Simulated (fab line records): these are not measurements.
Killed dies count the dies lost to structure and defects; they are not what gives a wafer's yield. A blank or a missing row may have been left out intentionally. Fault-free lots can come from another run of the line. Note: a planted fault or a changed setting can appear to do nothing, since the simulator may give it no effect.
What tool caused it? / flow berkeleyCmos170 / 16 lots, 48 wafers sampled, at 6 steps of a route of 331

## WHAT EACH GAUGE READ, for each wafer
UCB170_NWELL_THK_MEAS_05. Usual: NWELL_NITRIDE_THK typically reads 222.9 nm, with standard deviation 2.3.
lot=L540; measured=day 2 07:40; on=filmMetro-03; NWELL_NITRIDE_THK (nm)=220.3 219.5 221.2; flag=
lot=L541; measured=day 2 15:16; on=filmMetro-02; NWELL_NITRIDE_THK (nm)=224.9 225.6 225.6; flag=
lot=L542; measured=day 2 15:15; on=filmMetro-03; NWELL_NITRIDE_THK (nm)=224.2 225.0 224.9; flag=
lot=L545; measured=day 3 05:21; on=filmMetro-02; NWELL_NITRIDE_THK (nm)=223.7 223.8 223.7; flag=
lot=L548; measured=day 4 02:52; on=filmMetro-04; NWELL_NITRIDE_THK (nm)=197.2 195.9 197.1; flag=OFF
lot=L549; measured=day 4 08:22; on=filmMetro-03; NWELL_NITRIDE_THK (nm)=198.6 197.5 197.6; flag=OFF
lot=L550; measured=day 4 08:21; on=filmMetro-02; NWELL_NITRIDE_THK (nm)=196.0 194.7 196.0; flag=OFF
lot=L552; measured=day 4 17:40; on=filmMetro-04; NWELL_NITRIDE_THK (nm)=197.3 196.0 199.5; flag=OFF
lot=L553; measured=day 5 02:26; on=filmMetro-02; NWELL_NITRIDE_THK (nm)=223.8 224.0 224.0; flag=
lot=L554; measured=day 5 06:23; on=filmMetro-04; NWELL_NITRIDE_THK (nm)=221.2 221.2 220.9; flag=
lot=L555; measured=day 5 10:53; on=filmMetro-04; NWELL_NITRIDE_THK (nm)=220.8 220.9 220.7; flag=
lot=L556; measured=day 5 10:53; on=filmMetro-03; NWELL_NITRIDE_THK (nm)=223.7 222.6 222.7; flag=
lot=L558; measured=day 5 21:38; on=filmMetro-02; NWELL_NITRIDE_THK (nm)=225.9 225.9 224.9; flag=
lot=L559; measured=day 6 02:21; on=filmMetro-02; NWELL_NITRIDE_THK (nm)=223.5 224.5 224.2; flag=
lot=L560; measured=day 6 10:29; on=filmMetro-04; NWELL_NITRIDE_THK (nm)=224.5 223.7 225.9; flag=
lot=L561; measured=day 6 15:33; on=filmMetro-02; NWELL_NITRIDE_THK (nm)=225.1 225.6 223.2; flag=

UCB170_PWELL_THK_MEAS_06. Usual: PWELL_NITRIDE_THK typically reads 219.4 nm, with standard deviation 2.6.
lot=L540; measured=day 2 22:23; on=filmMetro-04; PWELL_NITRIDE_THK (nm)=220.3 221.1 220.4; flag=
lot=L541; measured=day 3 07:16; on=filmMetro-03; PWELL_NITRIDE_THK (nm)=219.3 220.9 219.8; flag=
lot=L542; measured=day 3 07:16; on=filmMetro-04; PWELL_NITRIDE_THK (nm)=220.5 221.6 222.5; flag=
lot=L545; measured=day 3 22:45; on=filmMetro-04; PWELL_NITRIDE_THK (nm)=215.9 214.2 214.5; flag=
lot=L548; measured=day 5 00:31; on=filmMetro-03; PWELL_NITRIDE_THK (nm)=217.1 219.7 218.7; flag=
lot=L549; measured=day 5 04:56; on=filmMetro-03; PWELL_NITRIDE_THK (nm)=219.2 217.4 217.4; flag=
lot=L550; measured=day 5 04:55; on=filmMetro-04; PWELL_NITRIDE_THK (nm)=217.7 217.0 217.4; flag=
lot=L552; measured=day 5 08:47; on=filmMetro-01; PWELL_NITRIDE_THK (nm)=221.8 221.5 222.2; flag=
lot=L553; measured=day 5 18:44; on=filmMetro-04; PWELL_NITRIDE_THK (nm)=223.6 223.8 222.8; flag=
lot=L554; measured=day 6 03:25; on=filmMetro-01; PWELL_NITRIDE_THK (nm)=216.4 213.3 216.4; flag=
lot=L555; measured=day 6 03:25; on=filmMetro-03; PWELL_NITRIDE_THK (nm)=218.4 216.8 219.3; flag=
lot=L556; measured=day 6 03:25; on=filmMetro-04; PWELL_NITRIDE_THK (nm)=219.5 219.5 220.1; flag=
lot=L558; measured=day 6 13:37; on=filmMetro-04; PWELL_NITRIDE_THK (nm)=221.7 221.8 223.0; flag=
lot=L559; measured=day 6 18:53; on=filmMetro-03; PWELL_NITRIDE_THK (nm)=221.4 218.1 218.3; flag=
lot=L560; measured=day 7 03:19; on=filmMetro-04; PWELL_NITRIDE_THK (nm)=219.3 220.9 218.8; flag=
lot=L561; measured=day 7 09:19; on=filmMetro-03; PWELL_NITRIDE_THK (nm)=221.5 222.2 222.1; flag=

UCB170_ACTIVE_OVL_MEAS_14. Usual: ACTIVE_OVL typically reads 2 nm, with standard deviation 5.9.
lot=L540; measured=day 4 09:07; on=overlay-02; ACTIVE_OVL (nm)=0 -4 2; flag=
lot=L541; measured=day 4 12:08; on=overlay-02; ACTIVE_OVL (nm)=2 -2 1; flag=
lot=L542; measured=day 4 12:41; on=overlay-02; ACTIVE_OVL (nm)=15 3 11; flag=
lot=L545; measured=day 5 06:20; on=overlay-02; ACTIVE_OVL (nm)=5 6 7; flag=
lot=L548; measured=day 6 02:38; on=overlay-01; ACTIVE_OVL (nm)=3 -2 3; flag=
lot=L549; measured=day 6 12:17; on=overlay-01; ACTIVE_OVL (nm)=-10 2 -4; flag=
lot=L550; measured=day 6 11:40; on=overlay-02; ACTIVE_OVL (nm)=4 4 6; flag=
lot=L552; measured=day 6 12:12; on=overlay-02; ACTIVE_OVL (nm)=1 -8 -3; flag=
lot=L553; measured=day 6 23:16; on=overlay-01; ACTIVE_OVL (nm)=5 12 10; flag=
lot=L554; measured=day 7 06:47; on=overlay-01; ACTIVE_OVL (nm)=-4 10 0; flag=
lot=L555; measured=day 7 06:16; on=overlay-01; ACTIVE_OVL (nm)=6 4 10; flag=
lot=L556; measured=day 7 16:58; on=overlay-01; ACTIVE_OVL (nm)=5 3 0; flag=
lot=L558; measured=day 8 00:18; on=overlay-02; ACTIVE_OVL (nm)=1 -6 -1; flag=
lot=L559; measured=day 8 00:32; on=overlay-02; ACTIVE_OVL (nm)=-3 3 0; flag=
lot=L560; measured=day 8 12:20; on=overlay-02; ACTIVE_OVL (nm)=-8 -3 -1; flag=
lot=L561; measured=day 8 12:12; on=overlay-01; ACTIVE_OVL (nm)=4 7 3; flag=

## WHAT TOOL EACH LOT RAN ON (gives the tool, then ch and the chambers of the sampled wafers, and finally the start)
lot=L540; UCB170_NWELL_CVD_04=lpcvd-02 ch 1, day 2 05:42; UCB170_NWELL_ETCH_13=rieDiel-01 ch 1,2, day 2 08:42; UCB170_PWELL_ETCH_14=rieDiel-03 ch 0,1, day 3 01:13
lot=L541; UCB170_NWELL_CVD_04=lpcvd-01 ch 1, day 2 13:19; UCB170_NWELL_ETCH_13=rieDiel-01 ch 0,1, day 2 16:26; UCB170_PWELL_ETCH_14=rieDiel-01 ch 0,3, day 3 08:12
lot=L542; UCB170_NWELL_CVD_04=lpcvd-01 ch 1, day 2 13:19; UCB170_NWELL_ETCH_13=rieDiel-01 ch 1,2,3, day 2 16:19; UCB170_PWELL_ETCH_14=rieDiel-03 ch 1,3, day 3 09:02
lot=L545; UCB170_NWELL_CVD_04=lpcvd-01 ch 0, day 3 03:25; UCB170_NWELL_ETCH_13=rieDiel-03 ch 1,2, day 3 06:34; UCB170_PWELL_ETCH_14=rieDiel-03 ch 0,1,2, day 4 00:17
lot=L548; UCB170_NWELL_CVD_04=lpcvd-02 ch 0, day 4 00:55; UCB170_NWELL_ETCH_13=rieDiel-02 ch 1,3, day 4 03:58; UCB170_PWELL_ETCH_14=rieDiel-04 ch 0,1,3, day 5 01:47
lot=L549; UCB170_NWELL_CVD_04=lpcvd-02 ch 0, day 4 06:25; UCB170_NWELL_ETCH_13=rieDiel-02 ch 1,2,3, day 4 09:53; UCB170_PWELL_ETCH_14=rieDiel-03 ch 1,2, day 5 06:43
lot=L550; UCB170_NWELL_CVD_04=lpcvd-02 ch 0, day 4 06:25; UCB170_NWELL_ETCH_13=rieDiel-01 ch 1,3, day 4 09:39; UCB170_PWELL_ETCH_14=rieDiel-04 ch 1,2, day 5 06:55
lot=L552; UCB170_NWELL_CVD_04=lpcvd-02 ch 0, day 4 15:43; UCB170_NWELL_ETCH_13=rieDiel-03 ch 0,1, day 4 18:58; UCB170_PWELL_ETCH_14=rieDiel-03 ch 0,2,3, day 5 10:04
lot=L553; UCB170_NWELL_CVD_04=lpcvd-02 ch 1, day 5 00:30; UCB170_NWELL_ETCH_13=rieDiel-02 ch 0,1,3, day 5 03:47; UCB170_PWELL_ETCH_14=rieDiel-03 ch 0,2,3, day 5 19:48
lot=L554; UCB170_NWELL_CVD_04=lpcvd-01 ch 1, day 5 04:27; UCB170_NWELL_ETCH_13=rieDiel-01 ch 1,2,3, day 5 08:20; UCB170_PWELL_ETCH_14=rieDiel-01 ch 0,1, day 6 05:07
lot=L555; UCB170_NWELL_CVD_04=lpcvd-02 ch 1, day 5 08:57; UCB170_NWELL_ETCH_13=rieDiel-01 ch 1,2,3, day 5 11:58; UCB170_PWELL_ETCH_14=rieDiel-04 ch 1,2,3, day 6 04:54
lot=L556; UCB170_NWELL_CVD_04=lpcvd-02 ch 1, day 5 08:57; UCB170_NWELL_ETCH_13=rieDiel-02 ch 0,1,3, day 5 12:04; UCB170_PWELL_ETCH_14=rieDiel-03 ch 0,3, day 6 05:11
lot=L558; UCB170_NWELL_CVD_04=lpcvd-01 ch 0, day 5 18:44; UCB170_NWELL_ETCH_13=rieDiel-02 ch 1,2, day 5 22:34; UCB170_PWELL_ETCH_14=rieDiel-01 ch 0,1, day 6 15:08
lot=L559; UCB170_NWELL_CVD_04=lpcvd-01 ch 0, day 5 23:27; UCB170_NWELL_ETCH_13=rieDiel-03 ch 0,1,2, day 6 03:34; UCB170_PWELL_ETCH_14=rieDiel-01 ch 0,1,3, day 6 20:43
lot=L560; UCB170_NWELL_CVD_04=lpcvd-01 ch 1, day 6 07:34; UCB170_NWELL_ETCH_13=rieDiel-03 ch 2,3, day 6 12:07; UCB170_PWELL_ETCH_14=rieDiel-03 ch 0,1,3, day 7 04:29
lot=L561; UCB170_NWELL_CVD_04=lpcvd-01 ch 1, day 6 13:37; UCB170_NWELL_ETCH_13=rieDiel-02 ch 2,3, day 6 17:05; UCB170_PWELL_ETCH_14=rieDiel-03 ch 0,1,2, day 7 10:14
- UCB170_NWELL_CVD_04: deposits Si3N4 from SiH2Cl2/NH3, target thk 224 nm, time 3360 s.
- UCB170_NWELL_ETCH_13: etches Si3N4 in CH3F/Ar/O2, stops on SiO2, target depth 246.4 nm, time 154 s.
- UCB170_PWELL_ETCH_14: etches Si3N4 in CH3F/Ar/O2, stops on SiO2, target depth 242 nm, time 151 s.

## WHAT THE TOOLS THEMSELVES READ (means of the sampled wafers that have a number; where no wafer has one, the mark that the record gives instead)
UCB170_NWELL_CVD_04. Usual: spikeTcLoadC 826 C, standard deviation 3.8.
lot=L540; tool=lpcvd-02; spikeTcLoadC (C)=828; flag=
lot=L541; tool=lpcvd-01; spikeTcLoadC (C)=831; flag=
lot=L542; tool=lpcvd-01; spikeTcLoadC (C)=830; flag=
lot=L545; tool=lpcvd-01; spikeTcLoadC (C)=824; flag=
lot=L548; tool=lpcvd-02; spikeTcLoadC (C)=821; flag=
lot=L549; tool=lpcvd-02; spikeTcLoadC (C)=820; flag=
lot=L550; tool=lpcvd-02; spikeTcLoadC (C)=820; flag=
lot=L552; tool=lpcvd-02; spikeTcLoadC (C)=820; flag=
lot=L553; tool=lpcvd-02; spikeTcLoadC (C)=827; flag=
lot=L554; tool=lpcvd-01; spikeTcLoadC (C)=830; flag=
lot=L555; tool=lpcvd-02; spikeTcLoadC (C)=827; flag=
lot=L556; tool=lpcvd-02; spikeTcLoadC (C)=827; flag=
lot=L558; tool=lpcvd-01; spikeTcLoadC (C)=824; flag=
lot=L559; tool=lpcvd-01; spikeTcLoadC (C)=823; flag=
lot=L560; tool=lpcvd-01; spikeTcLoadC (C)=830; flag=
lot=L561; tool=lpcvd-01; spikeTcLoadC (C)=831; flag=

UCB170_NWELL_ETCH_13. Usual: CH3F_flow_sccm 20.01 sccm, standard deviation 0.054; O2_flow_sccm 6.999 sccm, standard deviation 0.02; drypumpMotorCurrentA 5.6 A, standard deviation 0.51; oesProductAu 0.937 a.u., standard deviation 0.015; throttleValvePct 8.11 %, standard deviation 0.1.
lot=L540; tool=rieDiel-01; CH3F_flow_sccm (sccm)=20.01; O2_flow_sccm (sccm)=6.994; drypumpMotorCurrentA (A)=5.3; oesProductAu (a.u.)=0.923; throttleValvePct (%)=8.27; flag=
lot=L541; tool=rieDiel-01; CH3F_flow_sccm (sccm)=20.01; O2_flow_sccm (sccm)=7.020; drypumpMotorCurrentA (A)=5.3; oesProductAu (a.u.)=0.938; throttleValvePct (%)=8.17; flag=
lot=L542; tool=rieDiel-01; CH3F_flow_sccm (sccm)=20.03; O2_flow_sccm (sccm)=7.000; drypumpMotorCurrentA (A)=5.3; oesProductAu (a.u.)=0.938; throttleValvePct (%)=8.17; flag=
lot=L545; tool=rieDiel-03; CH3F_flow_sccm (sccm)=19.97; O2_flow_sccm (sccm)=7.010; drypumpMotorCurrentA (A)=6.1; oesProductAu (a.u.)=0.958; throttleValvePct (%)=8.11; flag=
lot=L548; tool=rieDiel-02; CH3F_flow_sccm (sccm)=20.03; O2_flow_sccm (sccm)=7.002; drypumpMotorCurrentA (A)=5.7; oesProductAu (a.u.)=0.861; throttleValvePct (%)=8.12; flag=OFF
lot=L549; tool=rieDiel-02; CH3F_flow_sccm (sccm)=19.99; O2_flow_sccm (sccm)=6.992; drypumpMotorCurrentA (A)=5.7; oesProductAu (a.u.)=0.865; throttleValvePct (%)=8.09; flag=OFF
lot=L550; tool=rieDiel-01; CH3F_flow_sccm (sccm)=20.01; O2_flow_sccm (sccm)=7.003; drypumpMotorCurrentA (A)=5.2; oesProductAu (a.u.)=0.867; throttleValvePct (%)=8.06; flag=OFF
lot=L552; tool=rieDiel-03; CH3F_flow_sccm (sccm)=20.01; O2_flow_sccm (sccm)=7.001; drypumpMotorCurrentA (A)=6.4; oesProductAu (a.u.)=0.868; throttleValvePct (%)=8.02; flag=OFF
lot=L553; tool=rieDiel-02; CH3F_flow_sccm (sccm)=20.05; O2_flow_sccm (sccm)=7.023; drypumpMotorCurrentA (A)=5.6; oesProductAu (a.u.)=0.935; throttleValvePct (%)=8.10; flag=
lot=L554; tool=rieDiel-01; CH3F_flow_sccm (sccm)=19.98; O2_flow_sccm (sccm)=6.991; drypumpMotorCurrentA (A)=5.3; oesProductAu (a.u.)=0.931; throttleValvePct (%)=8.17; flag=
lot=L555; tool=rieDiel-01; CH3F_flow_sccm (sccm)=20.06; O2_flow_sccm (sccm)=6.983; drypumpMotorCurrentA (A)=5.3; oesProductAu (a.u.)=0.928; throttleValvePct (%)=8.17; flag=
lot=L556; tool=rieDiel-02; CH3F_flow_sccm (sccm)=20.06; O2_flow_sccm (sccm)=7.011; drypumpMotorCurrentA (A)=5.6; oesProductAu (a.u.)=0.933; throttleValvePct (%)=8.10; flag=
lot=L558; tool=rieDiel-02; CH3F_flow_sccm (sccm)=20.05; O2_flow_sccm (sccm)=6.989; drypumpMotorCurrentA (A)=6.1; oesProductAu (a.u.)=0.934; throttleValvePct (%)=8.09; flag=
lot=L559; tool=rieDiel-03; CH3F_flow_sccm (sccm)=20.00; O2_flow_sccm (sccm)=6.999; drypumpMotorCurrentA (A)=6.1; oesProductAu (a.u.)=0.952; throttleValvePct (%)=8.05; flag=
lot=L560; tool=rieDiel-03; CH3F_flow_sccm (sccm)=19.99; O2_flow_sccm (sccm)=7.004; drypumpMotorCurrentA (A)=5.1; oesProductAu (a.u.)=0.953; throttleValvePct (%)=8.22; flag=
lot=L561; tool=rieDiel-02; CH3F_flow_sccm (sccm)=20.03; O2_flow_sccm (sccm)=6.992; drypumpMotorCurrentA (A)=5.2; oesProductAu (a.u.)=0.928; throttleValvePct (%)=8.11; flag=

UCB170_PWELL_ETCH_14. Usual: CH3F_flow_sccm 20.00 sccm, standard deviation 0.056; O2_flow_sccm 7.001 sccm, standard deviation 0.02; drypumpMotorCurrentA 5.6 A, standard deviation 0.52; oesProductAu 0.943 a.u., standard deviation 0.014; throttleValvePct 8.10 %, standard deviation 0.13.
lot=L540; tool=rieDiel-03; CH3F_flow_sccm (sccm)=19.99; O2_flow_sccm (sccm)=6.989; drypumpMotorCurrentA (A)=6.3; oesProductAu (a.u.)=0.940; throttleValvePct (%)=8.02; flag=
lot=L541; tool=rieDiel-01; CH3F_flow_sccm (sccm)=19.98; O2_flow_sccm (sccm)=7.007; drypumpMotorCurrentA (A)=5.3; oesProductAu (a.u.)=0.938; throttleValvePct (%)=8.06; flag=
lot=L542; tool=rieDiel-03; CH3F_flow_sccm (sccm)=19.99; O2_flow_sccm (sccm)=6.992; drypumpMotorCurrentA (A)=5.9; oesProductAu (a.u.)=0.944; throttleValvePct (%)=8.14; flag=
lot=L545; tool=rieDiel-03; CH3F_flow_sccm (sccm)=19.99; O2_flow_sccm (sccm)=7.002; drypumpMotorCurrentA (A)=6.1; oesProductAu (a.u.)=0.938; throttleValvePct (%)=8.03; flag=
lot=L548; tool=rieDiel-04; CH3F_flow_sccm (sccm)=20.07; O2_flow_sccm (sccm)=6.997; drypumpMotorCurrentA (A)=5.9; oesProductAu (a.u.)=0.943; throttleValvePct (%)=8.09; flag=
lot=L549; tool=rieDiel-03; CH3F_flow_sccm (sccm)=19.95; O2_flow_sccm (sccm)=6.996; drypumpMotorCurrentA (A)=6.1; oesProductAu (a.u.)=0.949; throttleValvePct (%)=8.11; flag=
lot=L550; tool=rieDiel-04; CH3F_flow_sccm (sccm)=20.04; O2_flow_sccm (sccm)=6.987; drypumpMotorCurrentA (A)=5.7; oesProductAu (a.u.)=0.935; throttleValvePct (%)=8.24; flag=
lot=L552; tool=rieDiel-03; CH3F_flow_sccm (sccm)=19.99; O2_flow_sccm (sccm)=7.018; drypumpMotorCurrentA (A)=5.5; oesProductAu (a.u.)=0.958; throttleValvePct (%)=8.11; flag=
lot=L553; tool=rieDiel-03; CH3F_flow_sccm (sccm)=20.04; O2_flow_sccm (sccm)=7.016; drypumpMotorCurrentA (A)=5.6; oesProductAu (a.u.)=0.967; throttleValvePct (%)=8.10; flag=
lot=L554; tool=rieDiel-01; CH3F_flow_sccm (sccm)=20.02; O2_flow_sccm (sccm)=7.031; drypumpMotorCurrentA (A)=5.3; oesProductAu (a.u.)=0.919; throttleValvePct (%)=8.16; flag=
lot=L555; tool=rieDiel-04; CH3F_flow_sccm (sccm)=20.06; O2_flow_sccm (sccm)=7.011; drypumpMotorCurrentA (A)=5.6; oesProductAu (a.u.)=0.941; throttleValvePct (%)=8.13; flag=
lot=L556; tool=rieDiel-03; CH3F_flow_sccm (sccm)=19.96; O2_flow_sccm (sccm)=6.996; drypumpMotorCurrentA (A)=5.2; oesProductAu (a.u.)=0.947; throttleValvePct (%)=8.14; flag=
lot=L558; tool=rieDiel-01; CH3F_flow_sccm (sccm)=20.04; O2_flow_sccm (sccm)=7.001; drypumpMotorCurrentA (A)=5.3; oesProductAu (a.u.)=0.944; throttleValvePct (%)=8.17; flag=
lot=L559; tool=rieDiel-01; CH3F_flow_sccm (sccm)=19.99; O2_flow_sccm (sccm)=6.988; drypumpMotorCurrentA (A)=5.2; oesProductAu (a.u.)=0.932; throttleValvePct (%)=8.11; flag=
lot=L560; tool=rieDiel-03; CH3F_flow_sccm (sccm)=20.02; O2_flow_sccm (sccm)=7.001; drypumpMotorCurrentA (A)=5.8; oesProductAu (a.u.)=0.944; throttleValvePct (%)=8.09; flag=
lot=L561; tool=rieDiel-03; CH3F_flow_sccm (sccm)=20.03; O2_flow_sccm (sccm)=7.007; drypumpMotorCurrentA (A)=6.1; oesProductAu (a.u.)=0.959; throttleValvePct (%)=8.03; flag=

## THE ANSWER, worked out from the rows above alone
Rule: take the mean of a lot's wafers that have a number; if it is more than 3 standard deviations from the usual mean, the lot is off. Also off: a lot with no number at a reading for which 4 or more lots have one. Any other lot the step has rows for is counted as sound. After the gauges, taken in route order, come the tools' own readings; for these a lot's mean is taken, as printed above. At the first step where some lot is off, the reading lying furthest off is the one used; lots without a number count as furthest.
Off: L548, L549, L550, L552, seen at UCB170_NWELL_THK_MEAS_05 (NWELL_NITRIDE_THK).
If a tool, at a process step before that reading, ran all the lots that are off and no sound lot after the first of them, it fits. The gauges at UCB170_NWELL_THK_MEAS_05 aren't tried: what is off there is off at UCB170_NWELL_ETCH_13 too, on other tools, and a gauge's error can't cause that. Of those tried, none fits.

## WHAT WAS PUT IN BY THE SIMULATOR
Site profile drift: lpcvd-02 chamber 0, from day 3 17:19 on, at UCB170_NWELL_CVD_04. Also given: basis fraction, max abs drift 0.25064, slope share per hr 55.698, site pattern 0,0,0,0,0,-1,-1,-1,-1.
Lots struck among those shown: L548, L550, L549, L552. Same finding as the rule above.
